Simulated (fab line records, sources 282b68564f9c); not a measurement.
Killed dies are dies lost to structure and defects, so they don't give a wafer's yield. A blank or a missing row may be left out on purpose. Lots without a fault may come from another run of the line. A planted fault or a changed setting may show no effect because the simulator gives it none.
fab line records | flow rit_cmos
record lots=14 wafers=42 last_day=8
route steps=202 shown FOX2@23
lots that met no fault: from a run of the same line without faults
start_h: hours from the record's first day to the start of the lot's first wafer shown | wait_h: hours since the lot's step before | " the same as in the row above | L1.1+2: a row that stands for several wafers | - no value, or no start given | * or withheld: withheld | < > ~ a bound
route shown NAME@n: a module of which the file shows steps, and the number in the route of the first | usual: mean/standard deviation of fault-free wafers | same: alike in all rows | chamber/n: place in a boat | sites: the reading at each site | _std_site: their standard deviation | _edge_site: outer sites' mean less inner sites' | radius_mm: how far each site lies from the wafer's centre | mask NAME#n: copy n | behind: the tool/chamber that last shaped the wafer | hold: why the lot was held/for how many hours/how that ended | device: the transistor (n, p or np) that didn't switch | end of line: the same wafers' tests at the end of the route | a step without rows: its recipe alone | killed: dies lost to structure and defects at the first sort, not the wafer's yield | map: a wafer's dies, x killed, . not, _ none there
set.NAME: the setting as run; set.NAME@STEP: as run at that earlier step | model.NAME: the simulator's own value behind a step, which no gauge read
steps of the route over a sample of lots; a table a step, a row a wafer
services: from which hour (start_h, from the record's first day; less than 0 if before it) a tool's chamber was out of use, for how many hours, and why
## steps
# step RIT_FOX2_OXIDATION_00
# recipe temp_c=1100 ambient=H2O target_thk_a=3507 p_h2o_torr=720 ox_time_s=1130
# usual spike_tc_centre_C=1102.8/1.3 spike_tc_load_C=1127.0/2.3 spike_tc_source_C=1128.0/2.2 tube_center_temp_C=1100/0.1 tube_center_temp_C_max=1102.9/0.46 zone_power_centre_pct=60/6.5
# columns lot.wafer tool chamber start_h wait_h spike_tc_centre_C spike_tc_load_C spike_tc_source_C tube_center_temp_C tube_center_temp_C_max zone_power_centre_pct
L293.4 furnace-03 0 21.15 0.7 1103.2 1124.1 1127.1 1100 1102.7 63
L293.5 " 0 " " 1102.6 1124.2 1125.3 1100 1102.7 63
L293.6 " 0 " " 1104.2 1128.4 1126.2 1100 1102.9 63
L294.2 furnace-04 0 24.51 0.3 1100.6 1130.5 1131.1 1100.2 1103.0 52
L294.4 " 0 " " 1102.8 1128.6 1132.5 1100 1103.5 52
L294.6 " 0 " " 1103.4 1129.9 1132.1 1100.1 1102.6 52
L295.3 furnace-01 0 27.28 0.0 1100.4 1125.1 1128.2 1100 1103.5 69
L295.5 " 0 " " 1101.8 1123.5 1126.8 1100.1 1103.0 69
L295.6 " 0 " " 1100.8 1124.2 1126.0 1100.1 1103.2 67
L299.3 furnace-03 0 49.27 0.9 1104.6 1126.0 1125.8 1100 1103.3 64
L299.4 " 0 " " 1104.8 1125.3 1126.1 1100.1 1102.9 64
L299.5 " 0 " " 1104.8 1127.1 1126.0 1100 1102.9 64
L300.2 furnace-04 0 53.73 0.0 1101.8 1130.2 1131.2 1100 1103.3 52
L300.5 " 0 " " 1103.5 1127.6 1131.0 1100 1102.3 52
L300.6 " 0 " " 1102.0 1130.4 1131.3 1099.9 1102.9 53
L302.3 furnace-03 0 62.69 0.0 1106.1 1127.7 1126.4 1100 1102.7 64
L302.4 " 0 " " 1104.8 1125.2 1128.3 1099.9 1102.6 64
L302.5 " 0 " " 1104.9 1124.5 1126.4 1100 1102.9 63
L303.2 furnace-04 0 67.01 0.0 1102.7 1131.4 1128.7 1100.1 1102.8 51
L303.3 " 0 " " 1101.7 1131.1 1130.5 1099.8 1102.3 52
L303.5 " 0 " " 1103.3 1129.4 1131.5 1099.9 1102.1 51
L304.2 furnace-03 0 74.50 0.0 1103.5 1124.7 1125.9 1099.9 1102.1 63
L304.5 " 0 " " 1103.2 1124.8 1125.7 1099.9 1102.1 63
L304.6 " 0 " " 1104.2 1125.7 1126.8 1100 1103.4 63
L305.3 furnace-01 0 78.45 0.1 1100.7 1125.1 1125.7 1100 1103.7 69
L305.5 " 0 " " 1101.2 1125.0 1126.1 1100 1102.4 68
L305.6 " 0 " " 1102.2 1124.9 1124.8 1099.9 1102.4 69
L309.3 furnace-03 0 98.86 0.0 1103.3 1124.7 1127.3 1100 1102.7 63
L309.4 " 0 " " 1103.9 1125.2 1127.2 1099.9 1102.4 65
L309.5 " 0 " " 1102.3 1123.4 1128.0 1100.1 1102.1 64
L311.3 furnace-04 0 108.33 0.0 1103.1 1130.7 1130.3 1100 1103.3 51
L311.4 " 0 " " 1102.3 1130.7 1131.0 1100.1 1102.5 52
L311.6 " 0 " " 1102.6 1130.4 1130.2 1100.1 1103.3 51
L314.1 furnace-03 0 129.61 3.3 1182.9 1205.2 1204.3 1178.7 1181.6 69
L314.3 " 0 " " 1184.2 1205.0 1205.3 1178.9 1181.9 68
L314.6 " 0 " " 1182.6 1202.6 1205.8 1178.9 1182.7 69
L315.1 furnace-03 0 129.61 0.1 1182.7 1206.6 1207.6 1178.7 1181.8 69
L315.4 " 0 " " 1182.7 1206.5 1205.7 1178.9 1181.8 69
L315.5 " 0 " " 1180.2 1207.1 1206.6 1178.9 1181.0 69
L316.2 furnace-04 0 146.14 10.7 1103.5 1129.0 1131.0 1100.1 1102.8 51
L316.3 " 0 " " 1102.1 1129.9 1130.2 1099.9 1102.2 52
L316.4 " 0 " " 1103.2 1132.2 1130.5 1099.9 1102.5 52
# step RIT_FOX2_THK_MEAS_01
# recipe reads=SiO2_of_FOX2_OXIDATION_00
# usual FOX2_OXIDE_THK=352/6.9
# columns lot.wafer tool chamber start_h wait_h FOX2_OXIDE_THK[nm]
L293.4 film_metro-04 - 22.50 0.0 353
L293.5 " - " " 346
L293.6 " - " " 342
L294.2 film_metro-04 - 25.83 0.0 353
L294.4 " - " " 351
L294.6 " - " " 358
L295.3 film_metro-03 - 28.61 0.0 348
L295.5 " - " " 350
L295.6 " - " " 352
L299.3 film_metro-03 - 50.61 0.0 347
L299.4 " - " " 345
L299.5 " - " " 347
L300.2 film_metro-04 - 55.05 0.0 358
L300.5 " - " " 356
L300.6 " - " " 358
L302.3 film_metro-03 - 64.03 0.0 340
L302.4 " - " " 344
L302.5 " - " " 342
L303.2 film_metro-03 - 68.34 0.0 369
L303.3 " - " " 369
L303.5 " - " " 364
L304.2 film_metro-04 - 75.83 0.0 347
L304.5 " - " " 350
L304.6 " - " " 351
L305.3 film_metro-04 - 79.78 0.0 364
L305.5 " - " " 358
L305.6 " - " " 358
L309.3 film_metro-03 - 100.20 0.0 336
L309.4 " - " " 339
L309.5 " - " " 341
L311.3 film_metro-04 - 109.66 0.0 351
L311.4 " - " " 351
L311.6 " - " " 357
L314.1 film_metro-03 - 130.92 0.0 473
L314.3 " - " " 466
L314.6 " - " " 469
L315.1 film_metro-02 - 130.92 0.0 473
L315.4 " - " " 472
L315.5 " - " " 475
L316.2 film_metro-03 - 147.46 0.0 342
L316.3 " - " " 345
L316.4 " - " " 352
# step RIT_FOX2_THK_MEAS_90
# recipe reads=SiO2_of_FOX2_OXIDATION_00
# usual FIELD_OXIDE_LEFT_1_THK=325/6.9
# columns lot.wafer tool chamber start_h wait_h FIELD_OXIDE_LEFT_1_THK[nm]
L293.4 film_metro-03 - 23.37 0.0 326
L293.5 " - " " 319
L293.6 " - " " 314
L294.2 film_metro-02 - 26.78 0.0 326
L294.4 " - " " 324
L294.6 " - " " 331
L295.3 film_metro-03 - 29.49 0.0 320
L295.5 " - " " 322
L295.6 " - " " 325
L299.3 film_metro-03 - 51.49 0.0 319
L299.4 " - " " 317
L299.5 " - " " 320
L300.2 film_metro-03 - 56.01 0.0 331
L300.5 " - " " 329
L300.6 " - " " 331
L302.3 film_metro-03 - 64.97 0.0 312
L302.4 " - " " 316
L302.5 " - " " 315
L303.2 film_metro-02 - 69.21 0.0 342
L303.3 " - " " 342
L303.5 " - " " 336
L304.2 film_metro-04 - 76.70 0.0 319
L304.5 " - " " 323
L304.6 " - " " 324
L305.3 film_metro-03 - 80.66 0.0 337
L305.5 " - " " 330
L305.6 " - " " 331
L309.3 film_metro-04 - 101.07 0.0 309
L309.4 " - " " 312
L309.5 " - " " 314
L311.3 film_metro-04 - 110.54 0.0 324
L311.4 " - " " 323
L311.6 " - " " 330
L314.1 film_metro-04 - 131.80 0.0 445
L314.3 " - " " 438
L314.6 " - " " 442
L315.1 film_metro-03 - 131.80 0.0 446
L315.4 " - " " 444
L315.5 " - " " 448
L316.2 film_metro-02 - 148.41 0.0 315
L316.3 " - " " 318
L316.4 " - " " 324
# step RIT_FOX2_THK_MEAS_91
# recipe reads=SiO2_of_FOX2_OXIDATION_00
# usual FIELD_OXIDE_LEFT_2_THK=257/7.1
# columns lot.wafer tool chamber start_h wait_h FIELD_OXIDE_LEFT_2_THK[nm]
L293.4 film_metro-04 - 36.09 0.0 259
L293.5 " - " " 251
L293.6 " - " " 246
L294.2 film_metro-04 - 39.10 0.0 257
L294.4 " - " " 256
L294.6 " - " " 262
L295.3 film_metro-02 - 42.46 0.0 254
L295.5 " - " " 256
L295.6 " - " " 258
L299.3 film_metro-02 - 63.86 0.0 252
L299.4 " - " " 250
L299.5 " - " " 252
L300.2 film_metro-03 - 68.86 0.0 263
L300.5 " - " " 261
L300.6 " - " " 263
L302.3 film_metro-03 - 77.19 0.0 245
L302.4 " - " " 249
L302.5 " - " " 247
L303.2 film_metro-04 - 82.47 0.0 275
L303.3 " - " " 275
L303.5 " - " " 270
L304.2 film_metro-03 - 89.56 0.0 251
L304.5 " - " " 255
L304.6 " - " " 256
L305.3 film_metro-03 - 94.51 0.0 269
L305.5 " - " " 264
L305.6 " - " " 264
L309.3 film_metro-03 - 113.81 0.0 241
L309.4 " - " " 244
L309.5 " - " " 246
L311.3 film_metro-03 - 123.82 0.0 256
L311.4 " - " " 255
L311.6 " - " " 261
L314.1 film_metro-03 - 148.09 0.0 378
L314.3 " - " " 371
L314.6 " - " " 375
L315.1 film_metro-04 - 148.47 0.0 378
L315.4 " - " " 376
L315.5 " - " " 379
L316.2 film_metro-02 - 166.18 0.0 247
L316.3 " - " " 250
L316.4 " - " " 256
## services
# columns tool chamber start_h hours kind
furnace-03 - 67.05 3.4 pm
furnace-04 - 92.77 3.7 pm
furnace-01 - 118.79 10.3 pm
furnace-01 - 129.13 58.1 pm
## key
first_sign step=RIT_FOX2_OXIDATION_00 reading=tube_center_temp_C direction=up sigmas=99+ usual=* struck=*
effect step=RIT_FOX2_OXIDATION_00 reading=tube_center_temp_C_max direction=up sigmas=99+ usual=* struck=*
effect step=RIT_FOX2_THK_MEAS_01 reading=FOX2_OXIDE_THK direction=up sigmas=17 usual=352 struck=472
effect step=RIT_FOX2_THK_MEAS_90 reading=FIELD_OXIDE_LEFT_1_THK direction=up sigmas=17 usual=325 struck=444
effect step=RIT_FOX2_THK_MEAS_91 reading=FIELD_OXIDE_LEFT_2_THK direction=up sigmas=17 usual=257 struck=376
met_at RIT_FOX2_OXIDATION_00
struck_lots L314,L315
tester_left_out L314,L315
onset_between 98.86 129.61
fault kind=process_parameter_drift tool=furnace-03 chamber=- onset_h=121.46 steps=RIT_FOX2_OXIDATION_00 channel=temp_c offset=* shape=step end_h=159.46 acts_in=* stated=*
# tester_left_out: of these lots the tester's yield and bins aren't shown, on N5 and GAA mostly nor the transistor test; their killed dies are dies lost to structure and defects alone, not to doping, threshold or leakage, so they don't give the yield
